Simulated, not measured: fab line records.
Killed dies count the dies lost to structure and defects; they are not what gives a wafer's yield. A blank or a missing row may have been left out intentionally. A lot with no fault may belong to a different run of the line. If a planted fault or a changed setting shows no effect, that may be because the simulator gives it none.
fab line records | flow berkeley-cmos170
record: lots: 6 wafers: 18 last-day: 10
route steps=331 shown ZERO@13 NWELL@14
lots with no fault: from the same line, run without faults
start-h: the number of hours between the record's first day and the start of the first shown wafer of the lot | wait-h: hours from the lot's prior step to this one | " as in the row above | L1.1+2: several wafers, shown together as one row | - no value, or no start given | * or withheld: withheld | < > ~ a bound
route shown NAME@n: NAME is a module with steps in the file, n the number in the route of the first one | usual: mean/standard deviation taken from wafers without a fault | same: alike in all rows | chamber/n: place in a boat | sites: per-site readings | _std_site: standard deviation of those values | _edge_site: outer sites' mean less inner sites' | radius-mm: for every site, how far away it sits from the centre of the wafer | mask NAME#n: copy n | behind: the most recent tool/chamber to have shaped the wafer | hold: why the lot was held/for how many hours/how that ended | device: which transistor (n, p or np) failed to switch | end of line: the route-end tests of the same wafers | a step with no rows: only its recipe | killed: at the first sort, the dies lost to defects and structure; wafer yield is something else | map: a wafer's dies, x killed, . not, _ none there
set.NAME: the run value of the setting; set.NAME@STEP: its run value at that earlier step | model.NAME: the simulator's own value behind a step, which no gauge read
lots seen at some steps along the route; tables by step, rows by wafer
services: a tool's chamber out of use, with start hour (start-h, from the record's first day; less than 0 if before it), hours out, and reason
== steps ==
step: UCB170_ZERO_STRIP_07
recipe: chemistry: O2 power-w: 400 pressure-mtorr: 3500 platen-temp-c: withheld o2-flow-sccm: 400 overash-fraction: 0.5
usual: drypump-motor-current-A: 5.95/0.23 oes-product-au: 0.727/0.0042 strip-time-to-endpoint-s: 21.48/0.078
columns lot.wafer tool chamber start-h wait-h drypump-motor-current-A oes-product-au rf-hours-counter-h strip-time-to-endpoint-s
L357.1 plasma-asher-03 0 21.43 0.0 6.10 0.728 18 21.52
L357.5 " 0 " " 6.11 0.730 - 21.48
L357.6 " 1 " " 5.66 0.726 - 21.54
L362.1 plasma-asher-01 1 47.29 0.0 6.09 0.739 31 21.59
L362.4 " 1 " " 6.16 0.727 - 21.54
L362.5 " 0 " " 5.69 0.729 - 21.51
L365.1 plasma-asher-02 1 61.84 0.0 6.24 0.721 32 21.54
L365.2 " 0 " " 5.82 0.724 32 21.59
L365.6 " 0 " " 5.82 0.722 - 21.43
L367.1 plasma-asher-02 1 71.40 0.0 6.25 0.729 34 21.52
L367.2 " 0 " " 5.83 0.729 34 21.47
L367.6 " 0 " " 5.83 0.727 - 21.51
L375.1 plasma-asher-01 0 109.21 0.0 5.68 0.731 39 21.58
L375.2 " 1 " " 6.13 0.728 39 21.55
L375.5 " 0 " " 5.68 0.726 - 21.50
L379.3 plasma-asher-02 1 131.16 0.0 6.24 0.724 - 21.33
L379.4 " 0 " " 5.84 0.730 - 21.36
L379.5 " 0 " " 5.82 0.730 - 21.41
step: UCB170_NWELL_WET_ETCH_00
recipe: chemistry: dHF dilution: 25:1 target: SiO2 temp-c: 25 time-s: 200
step: UCB170_NWELL_OXIDATION_01
recipe: temp-c: 1000 ambient: O2 target-thk-a: 264 ox-time-s: 1260
step: UCB170_NWELL_THK_MEAS_02
recipe: reads: SiO2_of_NWELL_OXIDATION_01
usual: NWELL_OXIDE_THK: 26.2/0.56
columns lot.wafer tool chamber start-h wait-h NWELL_OXIDE_THK[nm]
L357.1 film-metro-02 - 24.75 0.0 25.8
L357.5 " - " " 26.0
L357.6 " - " " 25.7
L362.1 film-metro-02 - 52.77 0.0 26.9
L362.4 " - " " 26.8
L362.5 " - " " 26.7
L365.1 film-metro-04 - 65.95 0.0 26.5
L365.2 " - " " 26.4
L365.6 " - " " 26.4
L367.1 film-metro-04 - 76.72 0.0 27.6
L367.2 " - " " 27.7
L367.6 " - " " 27.3
L375.1 film-metro-02 - 116.53 0.0 25.3
L375.2 " - " " 24.7
L375.5 " - " " 25.0
L379.3 film-metro-04 - 135.87 0.0 25.1
L379.4 " - " " 25.0
L379.5 " - " " 25.1
step: UCB170_NWELL_ANNEAL_03
recipe: temp-c: 1000 time-s: 900 ambient: N2
step: UCB170_NWELL_CVD_04
recipe: material: Si3N4 target-thk-nm: 224 temp-c: 800 precursor: SiH2Cl2/NH3 time-s: 3360 pressure-mtorr: 200 sih2cl2-flow-sccm: 25 nh3-flow-sccm: 75
step: UCB170_NWELL_THK_MEAS_05
recipe: reads: Si3N4_of_NWELL_CVD_04
usual: NWELL_NITRIDE_THK: 225.6/1.9
columns lot.wafer tool chamber start-h wait-h NWELL_NITRIDE_THK[nm]
L357.1 film-metro-04 - 30.24 0.0 224.9
L357.5 " - " " 225.3
L357.6 " - " " 225.3
L362.1 film-metro-02 - 57.94 0.0 226.9
L362.4 " - " " 227.0
L362.5 " - " " 226.6
L365.1 film-metro-04 - 74.73 0.0 227.2
L365.2 " - " " 226.8
L365.6 " - " " 228.6
L367.1 film-metro-04 - 84.49 0.0 224.9
L367.2 " - " " 224.9
L367.6 " - " " 224.3
L375.1 film-metro-01 - 122.57 0.0 223.8
L375.2 " - " " 224.1
L375.5 " - " " 222.9
L379.3 film-metro-04 - 142.05 0.0 224.4
L379.4 " - " " 225.9
L379.5 " - " " 225.3
step: UCB170_NWELL_HMDS_06
recipe: prime-time-s: 60 prime-temp-c: 100
step: UCB170_NWELL_COAT_07
recipe: resist: KrF spin-rpm: 1500 resist-thk-nm: 900
step: UCB170_NWELL_SOFTBAKE_08
recipe: resist: KrF temp-c: 130 time-s: 60
step: UCB170_NWELL_EXPOSE_09
recipe: mask-id: NWELL target-cd-nm: 3000 na: 0.5 sigma-outer: 0.6 source-shape: conventional dose-mj: 25
step: UCB170_NWELL_PEB_10
recipe: peb-temp-c: 129.5 peb-time-s: withheld resist: KrF
step: UCB170_NWELL_DEVELOP_11
recipe: developer: TMAH develop-time-s: 45 resist: KrF dev-temp-c: 21
columns lot.wafer tool chamber start-h wait-h
L357.1+5+6 litho-track-01 0 31 -
L362.1+4+5 litho-track-01 0 59 -
L365.1+2+6 litho-track-02 0 75 -
L367.1+2+6 litho-track-01 0 85 -
L375.1+2+5 litho-track-02 0 123 -
L379.3+4+5 litho-track-02 0 142 -
step: UCB170_NWELL_OVL_MEAS_12
usual: NWELL_OVL: -2/5.1
columns lot.wafer tool chamber start-h wait-h NWELL_OVL[nm]
L357.1 overlay-01 - 31.58 - 2
L357.5 " - " " -7
L357.6 " - " " -1
L362.1 overlay-02 - 60.12 - 8
L362.4 " - " " -4
L362.5 " - " " 1
L365.1 overlay-02 - 76.10 - 2
L365.2 " - " " -5
L365.6 " - " " -5
L367.1 overlay-01 - 85.51 - -3
L367.2 " - " " -1
L367.6 " - " " 7
L375.1 overlay-01 - 123.68 - -5
L375.2 " - " " -4
L375.5 " - " " -7
L379.3 overlay-01 - 142.95 - -1
L379.4 " - " " 1
L379.5 " - " " 15
step: UCB170_NWELL_ETCH_13
recipe: chemistry: CH3F/Ar/O2 target: Si3N4 stop-on: SiO2 CH3F_flow_sccm: 20 Ar_flow_sccm: 50 O2_flow_sccm: 7 pressure-mtorr: 50 rf-w: 450 target-depth-a: 2464 over-etch-frac: 0.1 time-s: 154
usual: drypump-motor-current-A: 5.9/0.49 oes-product-au: 0.956/0.012 throttle-valve-pct: 8.12/0.16
columns lot.wafer tool chamber start-h wait-h drypump-motor-current-A oes-product-au rf-hours-counter-h throttle-valve-pct
L357.1 rie-diel-01 1 31.62 0.0 5.3 0.923 28 8.05
L357.5 " 1 " " 5.3 0.926 - 8.07
L357.6 " 2 " " 5.8 0.966 - 8.19
L362.1 rie-diel-03 2 60.16 0.0 6.6 0.958 60 8.25
L362.4 " 0 " " 6.3 0.966 144 8.18
L362.5 " 1 " " 5.2 0.962 - 8.31
L365.1 rie-diel-04 0 76.14 0.0 5.5 0.960 13 8.16
L365.2 " 3 " " 5.4 0.970 19 8.08
L365.6 " 0 " " 5.5 0.960 - 8.16
L367.1 rie-diel-01 1 85.62 0.1 5.3 0.928 31 8.07
L367.2 " 3 " " 6.4 0.947 166 8.14
L367.6 " 2 " " 5.8 0.968 - 8.19
L375.1 rie-diel-03 0 123.72 0.0 6.2 0.974 147 8.17
L375.2 " 2 " " 6.6 0.948 64 8.26
L375.5 " 3 " " 6.1 0.944 - 7.79
L379.3 rie-diel-01 2 142.97 0.0 5.8 0.961 18 8.18
L379.4 " 1 " " 5.3 0.931 32 8.06
L379.5 " 0 " " 6.0 0.949 - 7.95
step: UCB170_NWELL_IMPLANT_14
recipe: species: P dose-cm2: 1e+13 energy-kev: 150 tilt-deg: 7
step: UCB170_NWELL_STRIP_15
recipe: chemistry: O2 power-w: 400 pressure-mtorr: 3500 platen-temp-c: withheld o2-flow-sccm: 400 overash-fraction: 0.5
usual: drypump-motor-current-A: 5.6/0.56 oes-product-au: 0.722/0.0047 strip-time-to-endpoint-s: 18.01/0.09
columns lot.wafer tool chamber start-h wait-h drypump-motor-current-A oes-product-au rf-hours-counter-h strip-time-to-endpoint-s
L357.1 plasma-asher-03 0 31.87 0.1 6.1 0.719 19 18.12
L357.5 " 0 " " 6.1 0.717 - 18.15
L357.6 " 1 " " 5.6 0.725 - 18.09
L362.1 plasma-asher-04 0 60.41 0.1 4.6 0.724 33 17.91
L362.4 " 1 " " 5.3 0.730 - 17.89
L362.5 " 0 " " 4.6 0.712 - 18.01
L365.1 plasma-asher-03 1 76.39 0.1 5.6 0.721 25 17.92
L365.2 " 0 " " 6.1 0.728 25 17.87
L365.6 " 1 " " 5.6 0.726 - 17.92
L367.1 plasma-asher-03 0 85.88 0.1 6.1 0.712 26 17.92
L367.2 " 1 " " 5.7 0.729 26 17.90
L367.6 " 1 " " 5.7 0.718 - 18.00
L375.1 plasma-asher-02 1 123.97 0.1 6.3 0.723 1 18.09
L375.2 " 0 " " 5.8 0.722 1 18.01
L375.5 " 1 " " 6.3 0.722 - 18.07
L379.3 plasma-asher-02 1 143.26 0.1 6.3 0.727 - 18.21
L379.4 " 0 " " 5.8 0.727 - 18.18
L379.5 " 1 " " 6.3 0.722 - 18.24
step: UCB170_NWELL_TW_MEAS_16
usual: NWELL_TW: 1239/12
columns lot.wafer tool chamber start-h wait-h NWELL_TW
L357.1 film-metro-04 - 31.97 0.1 1258
L357.5 " - " " 1256
L357.6 " - " " 1256
L362.1 film-metro-02 - 60.51 0.1 1236
L362.4 " - " " 1235
L362.5 " - " " 1238
L365.1 film-metro-02 - 76.49 0.1 1234
L365.2 " - " " 1235
L365.6 " - " " 1230
L367.1 film-metro-02 - 85.98 0.1 1230
L367.2 " - " " 1230
L367.6 " - " " 1231
L375.1 film-metro-01 - 124.07 0.1 387
L375.2 " - " " 402
L375.5 " - " " 391
L379.3 film-metro-01 - 143.34 0.1 373
L379.4 " - " " 377
L379.5 " - " " 369
step: UCB170_NWELL_CLEAN_17
recipe: chemistry: SPM temp-c: 120 time-s: 600
== services ==
columns tool chamber start-h hours kind
plasma-asher-02 - -2.33 1.3 repair
rie-diel-03 - 47.28 1.8 repair
rie-diel-04 1 49.16 16.8 repair
litho-track-01 - 50.09 - consumable-replace:filter
plasma-asher-03 - 69.81 0.7 repair
plasma-asher-04 - 79.56 1.8 repair
rie-diel-04 2 81.29 7.2 repair
rie-diel-04 - 83.23 0.4 repair
plasma-asher-04 - 84.51 0.8 repair
plasma-asher-02 - 85.51 7.1 repair
rie-diel-01 3 85.84 4.1 repair
plasma-asher-01 - 89.47 2.4 repair
rie-diel-01 3 89.99 - clean
rie-diel-01 3 89.99 30.0 scheduled-down
rie-diel-01 1 103.90 20.6 repair
plasma-asher-02 - 108.75 9.0 pm
plasma-asher-02 0 108.75 9.0 vent-cycle
plasma-asher-02 1 108.75 9.0 vent-cycle
rie-diel-04 - 114.88 2.5 repair
plasma-asher-02 0 117.75 - clean
plasma-asher-02 1 117.75 - clean
rie-diel-01 3 120.03 9.3 repair
rie-diel-03 2 127.06 6.4 repair
rie-diel-03 3 138.22 5.9 repair
== key ==
first-sign: step: UCB170_NWELL_TW_MEAS_16 reading: NWELL_TW direction: down sigmas: 68 usual: 1239 struck: 383
effect none on later readings
met-at UCB170_NWELL_DEVELOP_11
struck-wafers L375.1,L375.2,L375.5,L379.3,L379.4,L379.5
later-rows-left-out L375.1,L375.2,L375.5,L379.3,L379.4,L379.5
sort-left-out L375.1,L375.2,L375.5,L379.3,L379.4,L379.5
tester-left-out L375,L379
onset-between 75 123
also-fits time
fault: kind: process-parameter-drift tool: litho-track-02 chamber: - onset-h: 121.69 steps: UCB170_NWELL_DEVELOP_11 channel: develop-time-s offset: * shape: step end-h: 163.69 acts-in: * stated: *
tester-left-out: of these lots the tester's yield and bins aren't shown, on N5 and GAA mostly nor the transistor test; their killed dies are dies lost to structure and defects alone, not to doping, threshold or leakage, so they don't give the yield
sort-left-out: the simulated sort isn't trusted on such a fault, so these wafers' sort isn't shown, and their yield isn't known
later-rows-left-out: the simulator's readings of these wafers behind a module that went badly wrong aren't trusted and aren't shown, but for the sort
